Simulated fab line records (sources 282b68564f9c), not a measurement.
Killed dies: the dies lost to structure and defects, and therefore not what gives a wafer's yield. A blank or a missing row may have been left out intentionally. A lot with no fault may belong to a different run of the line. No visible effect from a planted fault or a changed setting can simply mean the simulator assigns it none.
Code-filled problem report in 8D (eight disciplines) form    flow rit-cmos    the parts of the form that need people (team, actions taken, sign-off) are left out

== 1. PROBLEM STATEMENT ==
PSD_RS at RIT_SDANNEAL_RS_MEAS_04 reads a mean of 112.6 ohm/sq on 6 wafers of 2 lots; wafers without a fault read 115.9 ohm/sq with a standard deviation of 0.33. Measured from the usual mean, that is -10 standard deviations.
The step: measures by four-point-probe.
First seen on wafer L712.3, day 7 02:49, on film-metro-04. At this step, 42 wafers from 14 lots have a number in the record. Rule for "out", or "out of limits": more than 4 standard deviations from the usual mean. The rest of the wafers with a number are treated as sound.

== 2. WHAT IT IS, WHAT IT ISN'T ==
question                     is                            is not
which readings at this step  PSD_RS                        -
which lots                   L712, L714                    L693, L694, L695, L696, L697, L698, L701, L702, L703, L705, L706, L707
which wafers of those lots   all that have a number        -
read on which gauges         film-metro-03, film-metro-04  film-metro-01
when                         from day 7 02:49              up to then (36 sound wafers)

== 3. THE SUSPECTS, EACH WITH WHAT RULES IT OUT ==
Counting: a tool at a process step up to the reading stays a suspect if it ran every lot that is out and no sound lot after the first of them.
- the gauge at RIT_SDANNEAL_RS_MEAS_04 has been ruled out. 2 gauges (film-metro-03, film-metro-04) read the wafers that are out.
- rtp-anneal-02 at RIT_SDANNEAL_RTA_03 (time 5 s): kept. All lots that are out passed through it, beginning with L712 at day 7 02:44, and no sound lot followed; its final sound lot before that point was L707 at day 6 07:02.
The count leaves rtp-anneal-02 at RIT_SDANNEAL_RTA_03.

== 4. THE CAUSE (what the simulator had put in) ==
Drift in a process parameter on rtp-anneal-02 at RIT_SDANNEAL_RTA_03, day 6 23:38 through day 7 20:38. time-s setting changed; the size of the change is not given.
Counting left only this tool.

== 5. THE CHAIN OF EFFECTS, in route order ==
One row per reading whose mean, taken over the struck wafers that have a number, lies over 3 standard deviations from the usual. Only readings for which the record gives a usual standard deviation are gone through. hours: the time from each lot's start at the first step in this table that gives one to its start at this step, as a median over the lots. sigmas: the change in usual standard deviations.
hours  step                     reading  usual         on struck wafers  change  sigmas
0      RIT_SDANNEAL_RS_MEAS_04  PSD_RS   115.9 ohm/sq  112.6             -3.3    -10
7      RIT_SDANNEAL_RS_MEAS_06  PLDD_RS  178.6 ohm/sq  175.1             -3.5    -7.1

== 6. WHAT WOULD HAVE CAUGHT IT SOONER ==
The first out-of-limits reading at a measuring or inspecting step in this record came at day 7 02:49, 3 hours after the fault's start at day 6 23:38.
An alarm limit of 4 standard deviations would not have fired on the tool readings at RIT_SDANNEAL_RTA_03 for which the record gives a usual standard deviation, since none of them was out on any struck wafer.
Lots out: 2; of these, L714 started RIT_SDANNEAL_RTA_03 on rtp-anneal-02 after day 7 02:49. Holding the tool at that time would have saved it.
